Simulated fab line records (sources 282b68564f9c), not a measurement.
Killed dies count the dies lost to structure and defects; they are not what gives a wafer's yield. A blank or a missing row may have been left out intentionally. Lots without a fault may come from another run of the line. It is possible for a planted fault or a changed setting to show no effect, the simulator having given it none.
fab line records	flow rit_cmos
record: lots: 5	wafers: 23
route steps=202 shown ACTIVE@4 FOX2@23 NRETRO@61 PRETRO@65 GATE@75
start_h: hours from the record's first day to the start of the lot's first wafer shown	wait_h: time in hours since the lot's previous step	" identical to the entry in the row above	L1.1+2: one row covering several wafers at once	- no value, or no start given	* or withheld: withheld	< > ~ a bound
route shown NAME@n: NAME is a module with steps in the file, n the number in the route of the first one	usual: mean and standard deviation over wafers with no fault	same: alike in all rows	chamber/n: place in a boat	sites: per-site readings	_std_site: how widely they spread, as a standard deviation	_edge_site: outer sites' mean less inner sites'	radius_mm: for every site, how far away it sits from the centre of the wafer	mask NAME#n: copy n	behind: the tool/chamber that last shaped the wafer	hold: why the lot was held/for how many hours/how that ended	device: names the non-switching transistor (n, p or np)	end of line: the same wafers' tests at the end of the route	for a step that has no rows: nothing shown but its recipe	killed: dies lost to structure and defects at the first sort, not the wafer's yield	map: shows each die of a wafer: x if killed, . if not, _ if none is there
set.NAME: setting as actually run; set.NAME@STEP: the setting as run at that earlier step	model.NAME: the simulator's own value behind a step, which no gauge read
lots where settings were altered on purpose, with a table for each step and a row for each wafer
== steps ==
step: RIT_ACTIVE_CVD_03
recipe: material: Si3N4	target_thk_nm: 150	temp_c: 810	precursor: SiH2Cl2/NH3	time_s: 1500	pressure_mtorr: 300	sih2cl2_flow_sccm: 60	nh3_flow_sccm: 150
lot.wafer	tool	chamber	start_h	wait_h	set.temp_c	model.Si3N4_of_ACTIVE_CVD_03.thk_nm
L074.1	-	-	-	0.2	810	149.2
L074.2	"	-	"	"	810	151
L074.4	"	-	"	"	810	150.7
L074.5	"	-	"	"	810	150.3
L074.6	"	-	"	"	810	149.7
L077.1	-	-	-	0.1	832.4	222.1
L077.2+5	"	-	"	"	832.4	222.7
L077.3	"	-	"	"	832.4	222.6
L077.4	"	-	"	"	832.4	221.1
L081.1	-	-	-	0.1	810	151.9
L081.3	"	-	"	"	810	150.9
L081.4	"	-	"	"	810	151
L081.5	"	-	"	"	810	151.3
L081.6	"	-	"	"	810	151.1
L082.2	-	-	-	0.0	810	149.4
L082.3	"	-	"	"	810	151
L082.4	"	-	"	"	810	150.7
L082.5	"	-	"	"	810	150.4
L082.6	"	-	"	"	810	150.6
L085.3	lpcvd-01	0	67.32	0.0	810	151.4
L085.4	"	0	"	"	810	149.9
L085.5	"	0	"	"	810	151.3
step: RIT_ACTIVE_THK_MEAS_04
recipe: reads: Si3N4_of_ACTIVE_CVD_03
usual: ACTIVE_NITRIDE_THK: 150.2/1.3
lot.wafer	tool	chamber	start_h	wait_h	set.temp_c@ACTIVE_CVD_03	ACTIVE_NITRIDE_THK[nm]
L074.1	film_metro-02	-	-	-	810	149.2
L074.2	"	-	"	"	810	151.1
L074.4	"	-	"	"	810	150.8
L074.5	"	-	"	"	810	150.3
L074.6	"	-	"	"	810	149.7
L077.1	film_metro-01	-	-	-	832.4	222.1
L077.2	"	-	"	"	832.4	222.5
L077.3	"	-	"	"	832.4	222.7
L077.4	"	-	"	"	832.4	221.0
L077.5	"	-	"	"	832.4	222.8
L081.1	film_metro-04	-	-	-	810	151.9
L081.3	"	-	"	"	810	150.9
L081.4	"	-	"	"	810	151.0
L081.5	"	-	"	"	810	151.3
L081.6	"	-	"	"	810	151.0
L082.2	film_metro-02	-	-	-	810	149.3
L082.3	"	-	"	"	810	150.9
L082.4	"	-	"	"	810	150.8
L082.5	"	-	"	"	810	150.3
L082.6	"	-	"	"	810	150.6
L085.3	film_metro-04	-	68.76	0.0	810	151.4
L085.4	"	-	"	"	810	149.8
L085.5	"	-	"	"	810	151.3
step: RIT_ACTIVE_DEVELOP_10
recipe: resist: NOVOLAK	develop_time_s: 50	dev_temp_c: 23
lot.wafer	tool	chamber	start_h	wait_h	set.develop_time_s
L074.1+2	litho_track-04	0	-	-	50
L074.4+5+6	"	0	"	"	53.41
L077.1+2	litho_track-02	0	-	-	43.24
L077.3+4+5	"	0	"	"	50
L081.1+3+4+5+6	litho_track-03	0	-	-	50
L082.2+3+6	litho_track-02	0	-	-	50
L082.4+5	"	0	"	"	43.7
L085.3+4+5	litho_track-04	0	-	-	50
step: RIT_ACTIVE_CD_MEAS_11
recipe: target_cd_nm: 1400
usual: cd_nm: 1401/3.3
lot.wafer	tool	chamber	start_h	wait_h	set.develop_time_s@ACTIVE_DEVELOP_10	cd_nm
L074.1	cd_sem-02	-	16.77	-	50	1398
L074.2	"	-	"	"	50	1394
L074.4	"	-	"	"	53.41	1391
L074.5	"	-	"	"	53.41	1389
L074.6	"	-	"	"	53.41	1390
L077.1	cd_sem-01	-	29.56	-	43.24	1418
L077.2	"	-	"	"	43.24	1418
L077.3	"	-	"	"	50	1406
L077.4	"	-	"	"	50	1404
L077.5	"	-	"	"	50	1404
L081.1	cd_sem-02	-	50.76	-	50	1398
L081.3	"	-	"	"	50	1399
L081.4	"	-	"	"	50	1397
L081.5	"	-	"	"	50	1396
L081.6	"	-	"	"	50	1399
L082.2	cd_sem-02	-	54.58	-	50	1402
L082.3	"	-	"	"	50	1401
L082.4	"	-	"	"	43.7	1416
L082.5	"	-	"	"	43.7	1415
L082.6	"	-	"	"	50	1400
L085.3	cd_sem-01	-	69.94	-	50	1398
L085.4	"	-	"	"	50	1401
L085.5	"	-	"	"	50	1402
step: RIT_ACTIVE_ETCH_13
recipe: stop_on: SiO2	chemistry: SF6	target: Si3N4	time_s: 210	over_etch_frac: 0.4	SF6_flow_sccm: 200	pressure_mtorr: 260	rf_w: 125	target_depth_a: 2100
usual: oes_product_au: 0.822/0.014
lot.wafer	tool	chamber	start_h	wait_h	set.time_s	set.temp_c@ACTIVE_CVD_03	set.develop_time_s@ACTIVE_DEVELOP_10	oes_product_au	model.ACTIVE.feature_depth_nm	model.etch.depth_nm	model.ACTIVE.cd_nm
L074.1	rie_diel-04	1	17.04	0.1	210	810	50	0.811	150	149.2	1397
L074.2	"	2	"	"	180.8	810	50	0.869	151	151	1394
L074.4	"	3	"	"	180.8	810	53.41	0.905	150.7	150.7	1391
L074.5	"	3	"	"	210	810	53.41	0.818	150.3	150.3	1390
L074.6	"	0	"	"	180.8	810	53.41	0.879	149.7	149.7	1391
L077.1	rie_diel-02	2	30.00	0.1	233.2	832.4	43.24	1.012	225	222.1	1418
L077.2	"	3	"	"	210	832.4	43.24	1.035	216.4	216.4	1418
L077.3	"	1	"	"	233.2	832.4	50	0.999	225.5	222.6	1405
L077.4	"	0	"	"	233.2	832.4	50	1.024	226.8	221.1	1404
L077.5	"	1	"	"	210	832.4	50	1.005	207.8	207.8	1404
L081.1	rie_diel-02	3	51.03	0.1	210	810	50	0.839	154	151.9	1398
L081.3	"	2	"	"	210	810	50	0.843	150.9	150.9	1399
L081.4	"	2	"	"	210	810	50	0.842	151	151	1397
L081.5	"	0	"	"	210	810	50	0.829	153.1	151.3	1396
L081.6	"	3	"	"	210	810	50	0.838	153.2	151.1	1399
L082.2	rie_diel-04	3	54.83	0.1	210	810	50	0.819	149.4	149.4	1402
L082.3	"	0	"	"	210	810	50	0.824	151	151	1401
L082.4	"	0	"	"	210	810	43.7	0.818	150.7	150.7	1417
L082.5	"	3	"	"	210	810	43.7	0.816	150.4	150.4	1415
L082.6	"	1	"	"	210	810	50	0.810	151.5	150.6	1400
L085.3	rie_diel-02	1	70.17	0.1	210	810	50	0.824	151.5	151.4	1398
L085.4	"	0	"	"	210	810	50	0.824	151.6	149.9	1400
L085.5	"	3	"	"	210	810	50	0.838	153.4	151.3	1402
step: RIT_ACTIVE_STRIP_14
recipe: chemistry: O2	time_s: 180	resist: NOVOLAK	platen_temp_c: withheld	power_w: 500	pressure_mtorr: 4000	o2_flow_sccm: 4000
step: RIT_ACTIVE_CD_MEAS_90
recipe: target_cd_nm: 1400
usual: cd_nm: 1401/3.3
lot.wafer	tool	chamber	start_h	wait_h	set.develop_time_s@ACTIVE_DEVELOP_10	cd_nm
L074.1	cd_sem-02	-	17.35	0.1	50	1397
L074.2	"	-	"	"	50	1395
L074.4	"	-	"	"	53.41	1392
L074.5	"	-	"	"	53.41	1390
L074.6	"	-	"	"	53.41	1390
L077.1	cd_sem-02	-	30.31	0.1	43.24	1418
L077.2	"	-	"	"	43.24	1417
L077.3	"	-	"	"	50	1405
L077.4	"	-	"	"	50	1404
L077.5	"	-	"	"	50	1405
L081.1	cd_sem-02	-	51.56	0.3	50	1398
L081.3	"	-	"	"	50	1400
L081.4	"	-	"	"	50	1398
L081.5	"	-	"	"	50	1396
L081.6	"	-	"	"	50	1399
L082.2	cd_sem-02	-	55.16	0.1	50	1402
L082.3	"	-	"	"	50	1401
L082.4	"	-	"	"	43.7	1417
L082.5	"	-	"	"	43.7	1415
L082.6	"	-	"	"	50	1400
L085.3	cd_sem-01	-	70.52	0.1	50	1398
L085.4	"	-	"	"	50	1400
L085.5	"	-	"	"	50	1402
step: RIT_FOX2_OXIDATION_00
recipe: temp_c: 1100	ambient: H2O	target_thk_a: 3507	p_h2o_torr: 720	ox_time_s: 1130
lot.wafer	tool	chamber	start_h	wait_h	set.temp_c	model.SiO2_of_FOX2_OXIDATION_00.thk_nm
L074.1	-	-	-	0.0	1082	322.7
L074.2	"	-	"	"	1082	319.2
L074.4	"	-	"	"	1082	317
L074.5	"	-	"	"	1082	316.5
L074.6	"	-	"	"	1082	321.4
L077.1	-	-	-	0.0	1113	367.5
L077.2	"	-	"	"	1113	365.3
L077.3	"	-	"	"	1113	361.8
L077.4	"	-	"	"	1113	369
L077.5	"	-	"	"	1113	368.6
L081.1	-	-	-	0.0	1072	298.7
L081.3	"	-	"	"	1072	290.9
L081.4	"	-	"	"	1072	299
L081.5	"	-	"	"	1072	298.4
L081.6	"	-	"	"	1072	293.6
L082.2	-	-	-	0.0	1132	405.9
L082.3	"	-	"	"	1132	411.2
L082.4	"	-	"	"	1132	415
L082.5	"	-	"	"	1132	411.6
L082.6	"	-	"	"	1132	408.4
L085.3	furnace-04	0	74.77	1.2	1100	346.1
L085.4	"	0	"	"	1100	339
L085.5	"	0	"	"	1100	348.4
step: RIT_FOX2_THK_MEAS_01
recipe: reads: SiO2_of_FOX2_OXIDATION_00
usual: FOX2_OXIDE_THK: 349/6.4
lot.wafer	tool	chamber	start_h	wait_h	set.temp_c@FOX2_OXIDATION_00	FOX2_OXIDE_THK[nm]
L074.1	film_metro-02	-	-	-	1082	323
L074.2	"	-	"	"	1082	319
L074.4	"	-	"	"	1082	317
L074.5	"	-	"	"	1082	316
L074.6	"	-	"	"	1082	321
L077.1	film_metro-04	-	-	-	1113	367
L077.2	"	-	"	"	1113	365
L077.3	"	-	"	"	1113	362
L077.4	"	-	"	"	1113	369
L077.5	"	-	"	"	1113	369
L081.1	film_metro-03	-	-	-	1072	299
L081.3	"	-	"	"	1072	291
L081.4	"	-	"	"	1072	299
L081.5	"	-	"	"	1072	298
L081.6	"	-	"	"	1072	293
L082.2	film_metro-03	-	-	-	1132	406
L082.3	"	-	"	"	1132	411
L082.4	"	-	"	"	1132	415
L082.5	"	-	"	"	1132	411
L082.6	"	-	"	"	1132	408
L085.3	film_metro-03	-	76.11	0.0	1100	346
L085.4	"	-	"	"	1100	339
L085.5	"	-	"	"	1100	348
step: RIT_FOX2_CLEAN_02
recipe: chemistry: dHF	dilution: 50:1	time_s: 180
step: RIT_FOX2_WET_ETCH_03
recipe: chemistry: H3PO4	target: Si3N4	target_depth_nm: 195	temp_c: 165	time_s: 2700
step: RIT_FOX2_THK_MEAS_90
recipe: reads: SiO2_of_FOX2_OXIDATION_00
usual: FIELD_OXIDE_LEFT_1_THK: 321/6.4
lot.wafer	tool	chamber	start_h	wait_h	set.temp_c@FOX2_OXIDATION_00	FIELD_OXIDE_LEFT_1_THK[nm]
L074.1	film_metro-04	-	23.63	0.0	1082	295
L074.2	"	-	"	"	1082	292
L074.4	"	-	"	"	1082	289
L074.5	"	-	"	"	1082	289
L074.6	"	-	"	"	1082	294
L077.1	film_metro-03	-	34.87	0.0	1113	340
L077.2	"	-	"	"	1113	338
L077.3	"	-	"	"	1113	335
L077.4	"	-	"	"	1113	342
L077.5	"	-	"	"	1113	342
L081.1	film_metro-03	-	55.73	0.0	1072	271
L081.3	"	-	"	"	1072	264
L081.4	"	-	"	"	1072	272
L081.5	"	-	"	"	1072	271
L081.6	"	-	"	"	1072	266
L082.2	film_metro-02	-	59.37	0.0	1132	378
L082.3	"	-	"	"	1132	384
L082.4	"	-	"	"	1132	387
L082.5	"	-	"	"	1132	384
L082.6	"	-	"	"	1132	381
L085.3	film_metro-02	-	77.05	0.0	1100	319
L085.4	"	-	"	"	1100	312
L085.5	"	-	"	"	1100	321
step: RIT_NRETRO_IMPLANT_08
recipe: species: P	energy_kev: 70	dose_cm2: 1e+13	tilt_deg: 7
lot.wafer	tool	chamber	start_h	wait_h	set.energy_kev	model.implant.rp_nm	model.implant.drp_nm
L074.1+4+5	implanter-02	0	34.01	0.2	67.72	80.19	33
L074.2+6	"	0	"	"	70	82.96	33.94
L077.1+5	implanter-03	0	44.98	0.2	71.69	83.99	34.63
L077.2+3+4	"	0	"	"	70	81.96	33.94
L081.1+4	implanter-04	0	65.64	0.2	73.5	89.19	35.36
L081.3+5+6	"	0	"	"	70	84.83	33.94
L082.2+3+4+5+6	implanter-04	0	69.79	0.2	70	84.41	33.94
L085.3+4+5	implanter-04	0	87.17	0.2	70	83.74	33.94
step: RIT_PRETRO_COAT_01
recipe: resist: NOVOLAK	spin_rpm: 2000	resist_thk_nm: 1300
lot.wafer	tool	chamber	start_h	wait_h	set.resist_thk_nm	model.NOVOLAK_of_PRETRO_COAT_01.thk_nm
L074.1	litho_track-03	0	34.55	0.1	1300	1295
L074.2	"	0	"	"	1242	1239
L074.4	"	0	"	"	1242	1237
L074.5	"	0	"	"	1300	1298
L074.6	"	0	"	"	1242	1241
L077.1+4	litho_track-02	0	45.52	0.1	1300	1299
L077.2	"	0	"	"	1369	1371
L077.3	"	0	"	"	1369	1365
L077.5	"	0	"	"	1300	1301
L081.1+5	litho_track-04	0	66.17	0.1	1300	1302
L081.3	"	0	"	"	1355	1356
L081.4	"	0	"	"	1355	1360
L081.6	"	0	"	"	1300	1300
L082.2	litho_track-03	0	70.33	0.1	1376	1371
L082.3+5	"	0	"	"	1300	1299
L082.4+6	"	0	"	"	1376	1373
L085.3	litho_track-03	0	87.71	0.1	1300	1299
L085.4	"	0	"	"	1300	1302
L085.5	"	0	"	"	1300	1297
step: RIT_PRETRO_SOFTBAKE_02
recipe: resist: NOVOLAK	temp_c: 90	time_s: 62.32
step: RIT_PRETRO_EXPOSE_03
recipe: mask_id: M5	na: 0.57	target_cd_nm: 43700	dose_mj: 250
step: RIT_PRETRO_DEVELOP_05
recipe: resist: NOVOLAK	develop_time_s: 68	dev_temp_c: 23
step: RIT_PRETRO_HARDBAKE_07
recipe: resist: NOVOLAK	temp_c: 140	time_s: 120
lot.wafer	tool	chamber	start_h	wait_h	set.resist_thk_nm@PRETRO_COAT_01	model.NOVOLAK_of_PRETRO_COAT_01.thk_nm
L074.1	litho_track-03	0	35.44	0.0	1300	1133
L074.2	"	0	"	"	1242	1085
L074.4	"	0	"	"	1242	1083
L074.5	"	0	"	"	1300	1135
L074.6	"	0	"	"	1242	1086
L077.1+4	litho_track-03	0	46.28	0.0	1300	1136
L077.2	"	0	"	"	1369	1198
L077.3	"	0	"	"	1369	1193
L077.5	"	0	"	"	1300	1138
L081.1+5	litho_track-04	0	67.07	0.0	1300	1139
L081.3	"	0	"	"	1355	1185
L081.4	"	0	"	"	1355	1189
L081.6	"	0	"	"	1300	1137
L082.2	litho_track-04	0	71.11	0.1	1376	1198
L082.3+5	"	0	"	"	1300	1136
L082.4+6	"	0	"	"	1376	1200
L085.3	litho_track-02	0	88.51	0.1	1300	1136
L085.4	"	0	"	"	1300	1139
L085.5	"	0	"	"	1300	1134
step: RIT_PRETRO_IMPLANT_08
recipe: species: B	energy_kev: 45	dose_cm2: 1.2e+13	tilt_deg: 7
lot.wafer	tool	chamber	start_h	wait_h	set.dose_cm2
L074.1+4+6	implanter-03	0	35.69	0.2	1.267e+13
L074.2+5	"	0	"	"	1.2e+13
L077.1+4	implanter-03	0	46.53	0.2	1.2e+13
L077.2+3+5	"	0	"	"	1.127e+13
L081.1+3+4+5+6	implanter-04	0	67.32	0.2	1.2e+13
L082.2+5+6	implanter-01	0	71.35	0.2	1.114e+13
L082.3+4	"	0	"	"	1.2e+13
L085.3+4+5	implanter-03	0	88.72	0.2	1.2e+13
step: RIT_PRETRO_STRIP_09
recipe: chemistry: O2	time_s: 180	resist: NOVOLAK	platen_temp_c: withheld	power_w: 500	pressure_mtorr: 4000	o2_flow_sccm: 4000
step: RIT_PRETRO_TW_MEAS_10
usual: PRETRO_TW: 474/3.8
lot.wafer	tool	chamber	start_h	wait_h	set.dose_cm2@PRETRO_IMPLANT_08	PRETRO_TW
L074.1	film_metro-03	-	36.02	0.1	1.267e+13	484
L074.2	"	-	"	"	1.2e+13	474
L074.4	"	-	"	"	1.267e+13	480
L074.5	"	-	"	"	1.2e+13	476
L074.6	"	-	"	"	1.267e+13	482
L077.1	film_metro-03	-	46.89	0.1	1.2e+13	474
L077.2	"	-	"	"	1.127e+13	465
L077.3	"	-	"	"	1.127e+13	464
L077.4	"	-	"	"	1.2e+13	476
L077.5	"	-	"	"	1.127e+13	466
L081.1	film_metro-01	-	67.64	0.1	1.2e+13	470
L081.3	"	-	"	"	1.2e+13	468
L081.4	"	-	"	"	1.2e+13	467
L081.5	"	-	"	"	1.2e+13	467
L081.6	"	-	"	"	1.2e+13	467
L082.2	film_metro-03	-	71.66	0.1	1.114e+13	467
L082.3	"	-	"	"	1.2e+13	478
L082.4	"	-	"	"	1.2e+13	478
L082.5	"	-	"	"	1.114e+13	467
L082.6	"	-	"	"	1.114e+13	468
L085.3	film_metro-03	-	89.02	0.1	1.2e+13	476
L085.4	"	-	"	"	1.2e+13	475
L085.5	"	-	"	"	1.2e+13	475
step: RIT_GATE_WET_ETCH_00
recipe: chemistry: BOE	target: SiO2	target_depth_nm: 56	time_s: 60	dry: n2_spin	dilution: 10:1	temp_c: 21.5
step: RIT_GATE_CLEAN_01
recipe: chemistry: SC1	mix: 3:3:50	time_s: 600	temp_c: 75
step: RIT_GATE_CLEAN_03
recipe: chemistry: SC2	mix: 3:3:50	time_s: 600	temp_c: 75	dry: n2_spin
step: RIT_GATE_CLEAN_04
recipe: chemistry: dHF	dilution: 50:1	time_s: 60	dry: n2_spin
step: RIT_FOX2_THK_MEAS_91
recipe: reads: SiO2_of_FOX2_OXIDATION_00
usual: FIELD_OXIDE_LEFT_2_THK: 253/6.6
lot.wafer	tool	chamber	start_h	wait_h	set.temp_c@FOX2_OXIDATION_00	FIELD_OXIDE_LEFT_2_THK[nm]
L074.1	film_metro-02	-	36.49	0.0	1082	227
L074.2	"	-	"	"	1082	223
L074.4	"	-	"	"	1082	221
L074.5	"	-	"	"	1082	220
L074.6	"	-	"	"	1082	226
L077.1	film_metro-04	-	47.36	0.0	1113	272
L077.2	"	-	"	"	1113	270
L077.3	"	-	"	"	1113	267
L077.4	"	-	"	"	1113	274
L077.5	"	-	"	"	1113	273
L081.1	film_metro-02	-	68.12	0.0	1072	203
L081.3	"	-	"	"	1072	195
L081.4	"	-	"	"	1072	204
L081.5	"	-	"	"	1072	203
L081.6	"	-	"	"	1072	198
L082.2	film_metro-04	-	72.15	0.0	1132	310
L082.3	"	-	"	"	1132	316
L082.4	"	-	"	"	1132	319
L082.5	"	-	"	"	1132	316
L082.6	"	-	"	"	1132	313
L085.3	film_metro-02	-	89.49	0.0	1100	250
L085.4	"	-	"	"	1100	243
L085.5	"	-	"	"	1100	252
step: RIT_GATE_OXIDATION_05
recipe: temp_c: 900	ambient: O2	target_thk_a: 30	ox_time_s: 270
lot.wafer	tool	chamber	start_h	wait_h	set.ox_time_s	model.SiO2_of_GATE_OXIDATION_05.thk_nm
L074.1	-	-	-	0.4	231.6	2.629
L074.2	"	-	"	"	231.6	2.648
L074.4	"	-	"	"	231.6	2.643
L074.5	"	-	"	"	231.6	2.617
L074.6	"	-	"	"	231.6	2.654
L077.1	-	-	-	0.1	235	2.664
L077.2	"	-	"	"	235	2.639
L077.3	"	-	"	"	235	2.677
L077.4	"	-	"	"	235	2.681
L077.5	"	-	"	"	235	2.665
L081.1	-	-	-	0.1	291.6	3.245
L081.3	"	-	"	"	291.6	3.224
L081.4	"	-	"	"	291.6	3.23
L081.5	"	-	"	"	291.6	3.279
L081.6	"	-	"	"	291.6	3.246
L082.2	-	-	-	0.0	270	3.032
L082.3	"	-	"	"	270	2.987
L082.4	"	-	"	"	270	2.991
L082.5	"	-	"	"	270	3.026
L082.6	"	-	"	"	270	3.008
L085.3	furnace-02	0	89.81	0.3	270	3.045
L085.4	"	0	"	"	270	3.041
L085.5	"	0	"	"	270	3.046
step: RIT_GATE_ANNEAL_06
recipe: temp_c: 900	time_s: 600	ambient: N2O
step: RIT_GATE_THK_MEAS_07
recipe: reads: SiO2_of_GATE_OXIDATION_05
usual: GATE_OXIDE_THK: 3.01/0.076
lot.wafer	tool	chamber	start_h	wait_h	set.ox_time_s@GATE_OXIDATION_05	GATE_OXIDE_THK[nm]
L074.1	film_metro-02	-	38.21	0.0	231.6	2.62
L074.2	"	-	"	"	231.6	2.61
L074.4	"	-	"	"	231.6	2.65
L074.5	"	-	"	"	231.6	2.55
L074.6	"	-	"	"	231.6	2.61
L077.1	film_metro-02	-	48.75	0.0	235	2.67
L077.2	"	-	"	"	235	2.65
L077.3	"	-	"	"	235	2.69
L077.4	"	-	"	"	235	2.73
L077.5	"	-	"	"	235	2.66
L081.1	film_metro-03	-	69.51	0.0	291.6	3.27
L081.3	"	-	"	"	291.6	3.22
L081.4	"	-	"	"	291.6	3.26
L081.5	"	-	"	"	291.6	3.34
L081.6	"	-	"	"	291.6	3.27
L082.2	film_metro-03	-	73.63	0.0	270	3.06
L082.3	"	-	"	"	270	3.04
L082.4	"	-	"	"	270	2.95
L082.5	"	-	"	"	270	3.01
L082.6	"	-	"	"	270	3.02
L085.3	film_metro-04	-	92.47	0.0	270	3.09
L085.4	"	-	"	"	270	3.00
L085.5	"	-	"	"	270	3.05
step: RIT_GATE_EXPOSE_13
recipe: mask_id: M6	na: 0.6	source_shape: conventional	sigma_outer: 0.6	target_cd_nm: 150	dose_mj: 380
lot.wafer	tool	chamber	start_h	wait_h	mask	set.dose_mj
L074.1+2+4+5+6	iline_stepper-01	0	40.52	0.2	M6#0	380
L077.1+2+4	iline_stepper-02	0	50.94	0.1	M6#0	392.5
L077.3+5	"	0	"	"	M6#0	380
L081.1+5	iline_stepper-01	0	71.88	0.2	M6#0	380
L081.3+4+6	"	0	"	"	M6#0	355.6
L082.2+5	iline_stepper-02	0	75.95	0.2	M6#0	380
L082.3+4+6	"	0	"	"	M6#0	388.5
L085.3+4+5	iline_stepper-01	0	94.80	0.2	M6#0	380
== key ==
split: step: RIT_ACTIVE_CVD_03	setting: temp_c	stated: 810	by: lot
response: step: RIT_ACTIVE_CVD_03	reading: model.Si3N4_of_ACTIVE_CVD_03.thk_nm	change: +25.9	per: 1%	r: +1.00
response: step: RIT_ACTIVE_THK_MEAS_04	reading: ACTIVE_NITRIDE_THK	change: +25.9	per: 1%	r: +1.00
response: step: RIT_ACTIVE_ETCH_13	reading: oes_product_au	change: +0.0647	per: 1%	r: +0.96
response: step: RIT_ACTIVE_ETCH_13	reading: model.ACTIVE.feature_depth_nm	change: +25	per: 1%	r: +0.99
response: step: RIT_ACTIVE_ETCH_13	reading: model.etch.depth_nm	change: +24.3	per: 1%	r: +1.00
split: step: RIT_ACTIVE_DEVELOP_10	setting: develop_time_s	stated: 50	by: wafer
response: step: RIT_ACTIVE_CD_MEAS_11	reading: cd_nm	change: -1.02	per: 1%	r: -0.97
response: step: RIT_ACTIVE_ETCH_13	reading: model.ACTIVE.cd_nm	change: -1.02	per: 1%	r: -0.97
response: step: RIT_ACTIVE_CD_MEAS_90	reading: cd_nm	change: -1.02	per: 1%	r: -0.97
split: step: RIT_ACTIVE_ETCH_13	setting: time_s	stated: 210	by: wafer
response none clear
split: step: RIT_FOX2_OXIDATION_00	setting: temp_c	stated: 1100	by: lot
response: step: RIT_FOX2_OXIDATION_00	reading: model.SiO2_of_FOX2_OXIDATION_00.thk_nm	change: +20.1	per: 1%	r: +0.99
response: step: RIT_FOX2_THK_MEAS_01	reading: FOX2_OXIDE_THK	change: +20.1	per: 1%	r: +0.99
response: step: RIT_FOX2_THK_MEAS_90	reading: FIELD_OXIDE_LEFT_1_THK	change: +20.1	per: 1%	r: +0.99
response: step: RIT_FOX2_THK_MEAS_91	reading: FIELD_OXIDE_LEFT_2_THK	change: +20.2	per: 1%	r: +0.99
split: step: RIT_NRETRO_IMPLANT_08	setting: energy_kev	stated: 70	by: wafer
response: step: RIT_NRETRO_IMPLANT_08	reading: model.implant.rp_nm	change: +0.863	per: 1%	r: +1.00
response: step: RIT_NRETRO_IMPLANT_08	reading: model.implant.drp_nm	change: +0.286	per: 1%	r: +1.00
split: step: RIT_PRETRO_COAT_01	setting: resist_thk_nm	stated: 1300	by: wafer
response: step: RIT_PRETRO_COAT_01	reading: model.NOVOLAK_of_PRETRO_COAT_01.thk_nm	change: +12.8	per: 1%	r: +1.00
response: step: RIT_PRETRO_HARDBAKE_07	reading: model.NOVOLAK_of_PRETRO_COAT_01.thk_nm	change: +11.1	per: 1%	r: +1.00
split: step: RIT_PRETRO_IMPLANT_08	setting: dose_cm2	stated: 1.2e+13	by: wafer
response: step: RIT_PRETRO_TW_MEAS_10	reading: PRETRO_TW	change: +1.5	per: 1%	r: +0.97
split: step: RIT_GATE_OXIDATION_05	setting: ox_time_s	stated: 270	by: lot
response: step: RIT_GATE_OXIDATION_05	reading: model.SiO2_of_GATE_OXIDATION_05.thk_nm	change: +0.0274	per: 1%	r: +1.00
response: step: RIT_GATE_THK_MEAS_07	reading: GATE_OXIDE_THK	change: +0.0288	per: 1%	r: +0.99
split: step: RIT_GATE_EXPOSE_13	setting: dose_mj	stated: 380	by: wafer
response none in this file
